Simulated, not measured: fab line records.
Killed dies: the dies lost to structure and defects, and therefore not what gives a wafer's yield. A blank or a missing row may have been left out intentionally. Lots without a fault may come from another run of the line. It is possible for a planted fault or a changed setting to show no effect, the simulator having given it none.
fab line records	flow rit-cmos
record: lots: 7	wafers: 21	last-day: 7
route steps=202 shown ACTIVE@8 FOX1@20 FOX2@23 M1@202
lots that met no fault: from a run of the same line without faults
start-h: the number of hours between the record's first day and the start of the first shown wafer of the lot	wait-h: hours from the lot's prior step to this one	" as in the row above	L1.1+2: a single row standing in for several wafers	- no value present, or no start provided	* or withheld: withheld	< > ~ a bound
route shown NAME@n: a module of which the file shows steps, and the number in the route of the first	usual: mean/standard deviation taken from wafers without a fault	same: alike in all rows	chamber/n: place in a boat	sites: the reading at each site	_std_site: standard deviation across them	_edge_site: inner sites' mean taken away from outer sites' mean	radius-mm: how far each site lies from the wafer's centre	mask NAME#n: copy n	behind: tool/chamber where the wafer was last shaped	hold: why the lot was held/for how many hours/how that ended	device: names the non-switching transistor (n, p or np)	end of line: the same wafers' tests at the end of the route	where a step has no rows: the recipe by itself	killed: count of dies lost to structure and defects at first sort (not the wafer's yield)	map: the dies of a wafer, with x for killed, . for not killed, _ for no die there
set.NAME: setting as actually run; set.NAME@STEP: the setting as run at that earlier step	model.NAME: the simulator's own value behind a step, which no gauge read
certain route steps with their lots: each step a table, each wafer a row
services: the hour from which a tool's chamber was out of use, counted from the record's first day as start-h (under 0 if before that day), plus the number of hours and why
== steps ==
step: RIT_ACTIVE_SOFTBAKE_07
recipe: resist: NOVOLAK	temp-c: 90	time-s: 60
step: RIT_ACTIVE_EXPOSE_08
recipe: mask-id: M1	na: 0.6	source-shape: conventional	sigma-outer: 0.6	target-cd-nm: 1400	dose-mj: 225
step: RIT_ACTIVE_PEB_09
recipe: resist: NOVOLAK	temp-c: withheld	time-s: withheld
step: RIT_ACTIVE_DEVELOP_10
recipe: resist: NOVOLAK	develop-time-s: 50	dev-temp-c: 23
step: RIT_ACTIVE_CD_MEAS_11
recipe: target-cd-nm: 1400
usual: cd-nm: 1400.9/2.6
lot.wafer	tool	chamber	start-h	wait-h	cd-nm
L870.1	cd-sem-01	-	19.56	-	1401.1
L870.2	"	-	"	"	1399.3
L870.6	"	-	"	"	1399.2
L872.1	cd-sem-01	-	29.61	-	1396.1
L872.2	"	-	"	"	1399.3
L872.4	"	-	"	"	1396.9
L873.2	cd-sem-01	-	35.37	-	1396.1
L873.3	"	-	"	"	1400.7
L873.6	"	-	"	"	1398.9
L877.1	cd-sem-02	-	54.44	-	1402.1
L877.4	"	-	"	"	1402.4
L877.6	"	-	"	"	1402.4
L882.2	cd-sem-02	-	79.46	-	1404.7
L882.3	"	-	"	"	1404.7
L882.5	"	-	"	"	1405.7
L885.2	cd-sem-01	-	95.48	-	1400.5
L885.4	"	-	"	"	1400.1
L885.6	"	-	"	"	1399.2
L891.1	cd-sem-02	-	127.33	-	1397.1
L891.4	"	-	"	"	1400.1
L891.6	"	-	"	"	1400.6
step: RIT_ACTIVE_HARDBAKE_12
recipe: resist: NOVOLAK	temp-c: 140	time-s: 60
step: RIT_ACTIVE_ETCH_13
recipe: stop-on: SiO2	chemistry: SF6	target: Si3N4	time-s: 210	over-etch-frac: 0.4	SF6_flow_sccm: 200	pressure-mtorr: 260	rf-w: 125	target-depth-a: 2100
usual: drypump-motor-current-A: 5.8/0.4	oes-product-au: 0.824/0.0076	rf-fwd-power-W: 124.6/0.37	throttle-valve-pct: 7.48/0.07
lot.wafer	tool	chamber	start-h	wait-h	drypump-motor-current-A	oes-product-au	rf-fwd-power-W	rf-hours-counter-h	throttle-valve-pct
L870.1	rie-diel-03	3	19.83	0.1	6.7	0.824	124.7	27	7.37
L870.2	"	2	"	"	5.3	0.821	124.0	67	7.46
L870.6	"	0	"	"	6.1	0.830	124.5	-	7.52
L872.1	rie-diel-01	3	29.88	0.1	5.9	0.813	124.7	126	7.46
L872.2	"	2	"	"	5.9	0.820	124.1	161	7.57
L872.4	"	0	"	"	5.4	0.813	124.5	141	7.54
L873.2	rie-diel-03	0	35.62	0.1	6.1	0.825	124.3	150	7.51
L873.3	"	1	"	"	6.1	0.811	124.3	28	7.47
L873.6	"	1	"	"	6.1	0.816	124.7	-	7.47
L877.1	rie-diel-01	3	54.71	0.1	5.9	0.819	124.2	127	7.49
L877.4	"	3	"	"	5.9	0.826	124.7	-	7.47
L877.6	"	0	"	"	5.4	0.820	125.0	-	7.55
L882.2	rie-diel-03	0	79.71	0.1	6.0	0.830	123.9	151	7.50
L882.3	"	3	"	"	6.7	0.833	124.9	28	7.38
L882.5	"	2	"	"	5.4	0.820	124.5	-	7.47
L885.2	rie-diel-02	3	95.73	0.1	6.5	0.835	125.2	19	7.41
L885.4	"	2	"	"	5.1	0.814	124.8	10	7.44
L885.6	"	1	"	"	5.4	0.832	124.7	-	7.65
L891.1	rie-diel-03	0	127.60	0.1	6.0	0.839	123.9	152	7.53
L891.4	"	3	"	"	6.7	0.836	124.9	29	7.36
L891.6	"	2	"	"	5.3	0.822	124.8	-	7.44
step: RIT_ACTIVE_STRIP_14
recipe: chemistry: O2	time-s: 180	resist: NOVOLAK	platen-temp-c: withheld	power-w: 500	pressure-mtorr: 4000	o2-flow-sccm: 4000
usual: drypump-motor-current-A: 5.7/0.5
lot.wafer	tool	chamber	start-h	wait-h	drypump-motor-current-A	rf-hours-counter-h
L870.1	plasma-asher-01	0	19.97	0.1	4.9	37
L870.2	"	1	"	"	6.4	37
L870.6	"	1	"	"	6.3	-
L872.1	plasma-asher-03	0	30.01	0.1	5.6	37
L872.2	"	1	"	"	5.7	37
L872.4	"	0	"	"	5.6	-
L873.2	plasma-asher-04	0	35.75	0.1	6.3	25
L873.3	"	0	"	"	6.3	-
L873.6	"	1	"	"	5.9	-
L877.1	plasma-asher-01	0	54.84	0.1	4.9	41
L877.4	"	1	"	"	6.4	-
L877.6	"	1	"	"	6.3	-
L882.2	plasma-asher-03	0	79.84	0.1	5.6	42
L882.3	"	1	"	"	5.7	-
L882.5	"	0	"	"	5.6	-
L885.2	plasma-asher-03	0	95.87	0.1	5.6	44
L885.4	"	1	"	"	5.7	-
L885.6	"	1	"	"	5.6	-
L891.1	plasma-asher-04	1	127.73	0.1	5.9	36
L891.4	"	0	"	"	6.3	-
L891.6	"	0	"	"	6.3	-
step: RIT_ACTIVE_CD_MEAS_90
recipe: target-cd-nm: 1400
usual: cd-nm: 1400.8/2.6
lot.wafer	tool	chamber	start-h	wait-h	cd-nm
L870.1	cd-sem-01	-	20.14	0.1	1401.4
L870.2	"	-	"	"	1399.3
L870.6	"	-	"	"	1399.2
L872.1	cd-sem-02	-	30.19	0.1	1396.7
L872.2	"	-	"	"	1399.2
L872.4	"	-	"	"	1396.9
L873.2	cd-sem-02	-	35.95	0.1	1396.1
L873.3	"	-	"	"	1400.2
L873.6	"	-	"	"	1398.8
L877.1	cd-sem-01	-	55.02	0.1	1401.9
L877.4	"	-	"	"	1402.0
L877.6	"	-	"	"	1401.9
L882.2	cd-sem-02	-	80.04	0.1	1404.7
L882.3	"	-	"	"	1404.3
L882.5	"	-	"	"	1405.7
L885.2	cd-sem-01	-	96.06	0.1	1400.8
L885.4	"	-	"	"	1399.9
L885.6	"	-	"	"	1399.2
L891.1	cd-sem-02	-	127.90	0.1	1396.8
L891.4	"	-	"	"	1400.2
L891.6	"	-	"	"	1400.7
step: RIT_ACTIVE_CLEAN_15
recipe: chemistry: SC1	mix: 3:3:50	time-s: 600	temp-c: 75
step: RIT_ACTIVE_CLEAN_16
recipe: chemistry: dHF	dilution: 50:1	time-s: 30
step: RIT_ACTIVE_CLEAN_17
recipe: chemistry: SC2	mix: 3:3:50	time-s: 600	temp-c: 75	dry: n2-spin
step: RIT_FOX1_OXIDATION_00
recipe: temp-c: 1100	ambient: H2O	target-thk-a: 3507	p-h2o-torr: 720	ox-time-s: 1130
same: ox-time-s: 1130
lot.wafer	tool	chamber	start-h	wait-h
L870.1+2+6	furnace-03	0	22.11	1.5
L872.1+2+4	furnace-01	0	31.50	0.8
L873.2+3+6	furnace-01	0	36.45	0.0
L873.2+3+6	furnace-03	0	37.93	0.2
L877.1+4+6	furnace-04	0	56.09	0.6
L877.1+4+6	furnace-04	0	57.57	0.2
L882.2+3+5	furnace-03	0	82.01	1.5
L882.2+3+5	furnace-03	0	83.58	0.2
L885.2+4+6	furnace-01	0	96.68	0.1
L891.1+4+6	furnace-01	0	130.02	1.6
step: RIT_FOX1_THK_MEAS_01
recipe: reads: SiO2_of_FOX1_OXIDATION_00
usual: FOX1_OXIDE_THK: 349/6.3
lot.wafer	tool	chamber	start-h	wait-h	FOX1_OXIDE_THK[nm]
L870.1	film-metro-02	-	23.42	0.0	353
L870.2	"	-	"	"	353
L870.6	"	-	"	"	352
L872.1	film-metro-01	-	32.82	0.0	342
L872.2	"	-	"	"	338
L872.4	"	-	"	"	343
L873.2	film-metro-02	-	39.25	0.0	530
L873.3	"	-	"	"	530
L873.6	"	-	"	"	521
L877.1	film-metro-01	-	59.05	0.2	514
L877.4	"	-	"	"	516
L877.6	"	-	"	"	509
L882.2	film-metro-01	-	84.90	0.0	539
L882.3	"	-	"	"	537
L882.5	"	-	"	"	538
L885.2	film-metro-01	-	98.00	0.0	343
L885.4	"	-	"	"	346
L885.6	"	-	"	"	350
L891.1	film-metro-03	-	131.33	0.0	338
L891.4	"	-	"	"	342
L891.6	"	-	"	"	339
step: RIT_FOX1_WET_ETCH_02
recipe: chemistry: BOE	target-depth-nm: 350	time-s: 401.2	temp-c: 21.5	dry: n2-spin	dilution: 10:1	target: SiO2
lot.wafer	tool	chamber	start-h	wait-h	model.Si3N4_of_ACTIVE_CVD_03.thk-nm
L870.1	wet-bench-03	1	23.48	0.1	137.5
L870.2	"	1	"	"	137.7
L870.6	"	1	"	"	137.4
L872.1	wet-bench-03	1	32.88	0.1	135.5
L872.2	"	1	"	"	136.8
L872.4	"	1	"	"	136
L873.2	wet-bench-01	0	39.30	0.0	132
L873.3	"	0	"	"	131.3
L873.6	"	0	"	"	132.7
L877.1	wet-bench-01	0	59.18	0.1	132.8
L877.4	"	0	"	"	134.4
L877.6	"	0	"	"	133.2
L882.2	wet-bench-01	0	84.95	0.0	136.4
L882.3	"	0	"	"	136.9
L882.5	"	0	"	"	136
L885.2	wet-bench-02	1	98.05	0.0	138.1
L885.4	"	1	"	"	137.4
L885.6	"	1	"	"	137.6
L891.1	wet-bench-03	0	131.39	0.1	141.6
L891.4	"	0	"	"	140.2
L891.6	"	0	"	"	140
step: RIT_FOX2_OXIDATION_00
recipe: temp-c: 1100	ambient: H2O	target-thk-a: 3507	p-h2o-torr: 720	ox-time-s: 1130
step: RIT_FOX2_THK_MEAS_01
recipe: reads: SiO2_of_FOX2_OXIDATION_00
usual: FOX2_OXIDE_THK: 349/6.9
lot.wafer	tool	chamber	start-h	wait-h	FOX2_OXIDE_THK[nm]
L870.1	film-metro-02	-	24.92	0.0	352
L870.2	"	-	"	"	342
L870.6	"	-	"	"	342
L872.1	film-metro-01	-	34.31	0.0	350
L872.2	"	-	"	"	348
L872.4	"	-	"	"	343
L873.2	film-metro-01	-	41.87	0.1	342
L873.3	"	-	"	"	349
L873.6	"	-	"	"	345
L877.1	film-metro-04	-	61.29	0.0	354
L877.4	"	-	"	"	353
L877.6	"	-	"	"	352
L882.2	film-metro-04	-	86.39	0.0	351
L882.3	"	-	"	"	353
L882.5	"	-	"	"	349
L885.2	film-metro-01	-	99.49	0.0	343
L885.4	"	-	"	"	346
L885.6	"	-	"	"	345
L891.1	film-metro-04	-	133.57	0.0	349
L891.4	"	-	"	"	349
L891.6	"	-	"	"	346
step: RIT_FOX2_CLEAN_02
recipe: chemistry: dHF	dilution: 50:1	time-s: 180
lot.wafer	tool	chamber	start-h	wait-h	model.Si3N4_of_ACTIVE_CVD_03.thk-nm
L870.1+6	wet-bench-02	1	24.98	0.1	130.4
L870.2	"	1	"	"	130.7
L872.1	wet-bench-02	3	34.37	0.1	128.4
L872.2	"	3	"	"	129.7
L872.4	"	3	"	"	128.9
L873.2	wet-bench-02	2	41.92	0.0	124.9
L873.3	"	2	"	"	124.3
L873.6	"	2	"	"	125.7
L877.1	wet-bench-04	3	61.35	0.1	125.8
L877.4	"	3	"	"	127.4
L877.6	"	3	"	"	126.2
L882.2	wet-bench-04	2	86.44	0.0	129.4
L882.3	"	2	"	"	129.9
L882.5	"	2	"	"	129
L885.2	wet-bench-02	1	99.54	0.0	131
L885.4	"	1	"	"	130.4
L885.6	"	1	"	"	130.5
L891.1	wet-bench-02	0	133.63	0.1	134.6
L891.4	"	0	"	"	133.2
L891.6	"	0	"	"	133
step: RIT_FOX2_WET_ETCH_03
recipe: chemistry: H3PO4	target: Si3N4	target-depth-nm: 195	temp-c: 165	time-s: 2700
step: RIT_M1_PROBE_99
usual: killed-at-contacts: 0.1/0.28	killed-at-front-end: 7.0/2.9	killed-dies: 7.0/2.9	killed-open: 3.4/2.1	killed-short: 3.6/1.7
same: gross-dies: 264	killed_at_M0_to_M3: 0	killed_at_M4_up: 0	killed-at-back-side: 0	killed-at-other: 0
lot.wafer	tool	chamber	start-h	wait-h	killed-at-contacts	killed-at-front-end	killed-dies	killed-open	killed-short
L870.1	prober-01	-	65.42	0.1	0	3	3	1	2
L870.2	prober-01	-	65.47	0.1	0	10	10	5	5
L870.6	prober-01	-	65.67	0.2	0	3	3	1	2
L872.1	prober-01	-	72.36	0.1	0	5	5	3	2
L872.2	prober-01	-	72.41	0.1	1	6	7	4	3
L872.4	prober-01	-	72.51	0.2	0	9	9	4	5
L877.1	prober-01	-	105.08	0.1	0	9	9	5	4
L877.4	prober-01	-	105.23	0.2	0	3	3	3	0
L877.6	prober-01	-	105.33	0.2	0	8	8	6	2
L882.2	prober-02	-	128.97	0.1	0	5	5	1	4
L882.3	prober-02	-	129.02	0.2	0	9	9	5	4
L882.5	prober-02	-	129.12	0.2	0	5	5	2	3
L885.2	prober-01	-	139.50	0.1	0	1	1	1	0
L885.4	prober-01	-	139.60	0.2	0	8	8	4	4
L885.6	prober-01	-	139.70	0.2	0	2	2	1	1
L891.1	prober-02	-	178.23	0.1	0	8	8	1	7
L891.4	prober-02	-	178.38	0.2	0	9	9	3	6
L891.6	prober-02	-	178.48	0.2	1	6	7	3	4
killed by level:class
L870.1 GATE:geometric-particle:short=1 REOX:geometric-particle:short=1 SPACER:geometric-particle:open=1
L870.2 GATE:geometric-particle:short=4 GATE:geometric-particle:open=2 FOX1:geometric-particle:open=1 REOX:geometric-particle:short=1 REOX:geometric-particle:open=1 SILICIDE:geometric-particle:open=1
L870.6 GATE:geometric-particle:short=2 SPACER:geometric-particle:open=1
L872.1 FOX1:geometric-particle:short=1 GATE:geometric-particle:short=1 GATE:geometric-particle:open=1 REOX:geometric-particle:open=1 SILICIDE:geometric-particle:open=1
L872.2 FOX1:geometric-particle:short=3 GATE:geometric-particle:open=1 REOX:geometric-particle:open=1 SILICIDE:geometric-particle:open=1 CONTACT:geometric-particle:open=1
L872.4 FOX1:geometric-particle:short=3 GATE:geometric-particle:open=3 GATE:geometric-particle:short=2 SILICIDE:geometric-particle:open=1
L877.1 GATE:geometric-particle:short=2 SPACER:geometric-particle:open=2 FOX1:geometric-particle:open=1 GATE:geometric-particle:open=1 REOX:geometric-particle:short=1 SILICIDE:geometric-particle:open=1 SILICIDE:geometric-particle:short=1
L877.4 REOX:geometric-particle:open=1 SPACER:geometric-particle:open=1 SILICIDE:geometric-particle:open=1
L877.6 FOX2:geometric-particle:open=2 REOX:geometric-particle:open=2 SILICIDE:geometric-particle:open=2 GATE:geometric-particle:short=1 SPACER:geometric-particle:short=1
L882.2 FOX1:geometric-particle:short=3 GATE:geometric-particle:short=1 SILICIDE:geometric-particle:open=1
L882.3 REOX:geometric-particle:short=2 SPACER:geometric-particle:open=2 FOX1:geometric-particle:short=1 FOX1:geometric-particle:open=1 GATE:geometric-particle:short=1 REOX:geometric-particle:open=1 SILICIDE:geometric-particle:open=1
L882.5 SILICIDE:geometric-particle:short=2 FOX1:geometric-particle:open=1 FOX1:geometric-particle:short=1 GATE:geometric-particle:open=1
L885.2 GATE:geometric-particle:open=1
L885.4 FOX1:geometric-particle:short=3 GATE:geometric-particle:open=2 FOX1:geometric-particle:open=1 GATE:geometric-particle:short=1 SILICIDE:geometric-particle:open=1
L885.6 FOX1:geometric-particle:short=1 GATE:geometric-particle:open=1
L891.1 GATE:geometric-particle:short=3 SPACER:geometric-particle:short=2 FOX1:geometric-particle:short=1 FOX2:geometric-particle:short=1 SILICIDE:geometric-particle:open=1
L891.4 GATE:geometric-particle:short=3 FOX2:geometric-particle:open=2 FOX2:geometric-particle:short=1 GATE:geometric-particle:open=1 SPACER:geometric-particle:short=1 SILICIDE:geometric-particle:short=1
L891.6 FOX2:geometric-particle:short=2 GATE:geometric-particle:open=1 SPACER:geometric-particle:open=1 SPACER:geometric-particle:short=1 SILICIDE:geometric-particle:short=1 CONTACT:geometric-particle:open=1
== services ==
tool	chamber	start-h	hours	kind
wet-bench-04	-	6.50	1.9	pm
rie-diel-01	1	53.71	25.6	repair
furnace-04	-	63.01	7.1	pm
wet-bench-01	-	77.33	3.4	repair
rie-diel-02	0	79.37	2.1	repair
rie-diel-01	2	84.99	-	clean
rie-diel-01	2	84.99	18.6	scheduled-down
rie-diel-01	2	84.99	18.6	vent-cycle
rie-diel-01	-	96.40	0.7	repair
furnace-03	-	104.57	4.4	pm
furnace-01	-	122.83	3.4	pm
== key ==
first-sign: step: RIT_FOX1_OXIDATION_00	reading: visit	direction: added
effect: step: RIT_FOX1_THK_MEAS_01	reading: FOX1_OXIDE_THK	direction: up	sigmas: 28	usual: 349	struck: 526
model-effect: step: RIT_FOX1_WET_ETCH_02	value: Si3N4_of_ACTIVE_CVD_03.thk-nm	without: 137.3	struck: 134
model-effect: step: RIT_FOX2_CLEAN_02	value: Si3N4_of_ACTIVE_CVD_03.thk-nm	without: 130.3	struck: 126.9
met-at RIT_FOX1_OXIDATION_00
struck-wafers L873.2,L873.3,L873.6,L877.1,L877.4,L877.6,L882.2,L882.3,L882.5
rows-end L873.2,L873.3,L873.6
tester-left-out L877,L882
fault: kind: repeated-step-whole	tool: furnace-01,furnace-03,furnace-04	chamber: -	onset-h: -	steps: RIT_FOX1_OXIDATION_00	times: 1	scope: struck-lots-only
tester-left-out: of these lots the tester's yield and bins aren't shown, on N5 and GAA mostly nor the transistor test; their killed dies are dies lost to structure and defects alone, not to doping, threshold or leakage, so they don't give the yield
rows-end: these wafers met a further fault down the route, and their rows from its step on are left out
